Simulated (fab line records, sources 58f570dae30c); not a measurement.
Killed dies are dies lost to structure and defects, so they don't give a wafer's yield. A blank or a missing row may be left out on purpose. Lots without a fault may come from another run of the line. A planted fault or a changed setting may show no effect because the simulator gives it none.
Chamber matching | flow berkeley_cmos170 | UCB170_V2_CVD_00 on pecvd-01: 3 sister chambers
The step deposits SiO2 from TEOS/O2, target thk 2000 nm, time 250 s. 3 wafers are shown with their chamber, then 7 later ones without.

WAFERS WITH THEIR CHAMBER
wafer  | chamber | heater_power_w (W)
L240.4 | 0       | 192
L245.3 | 1       | 343
L245.5 | 2       | 188

WAFERS WITHOUT THEIR CHAMBER
wafer  | heater_power_w (W)
L245.6 | 273
L249.4 | 190
L249.5 | 275
L249.6 | 184
L255.3 | 242
L255.4 | 187
L255.6 | 194

WHICH CHAMBER EACH WENT THROUGH
wafer  | from the rows above          | in truth
L245.6 | can't be placed: 1 or 0 or 2 | 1
L249.4 | can't be placed: 0 or 2      | 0
L249.5 | can't be placed: 1 or 0 or 2 | 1
L249.6 | can't be placed: 2 or 0      | 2
L255.3 | can't be placed: 0 or 2 or 1 | 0
L255.4 | can't be placed: 2 or 0      | 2
L255.6 | can't be placed: 0 or 2      | 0
Placed correctly: 0 of 7. Can't be placed from these rows: 7 (the true chamber is among the candidates in 7). Placed wrongly: 0.
How it was worked out, from the rows above alone: a wafer's distance from a chamber is the root of the sum, over the readings, of the square of ((its reading less the chamber's mean) divided by the reading's scatter). The wafer belongs to the nearest chamber; if the next one is less than 2 further off, it can't be placed. A chamber's mean is the mean of its shown wafers. The scatter: with one shown wafer a chamber, the root of the mean of the squares of how far each hidden wafer lies from its nearest shown one.
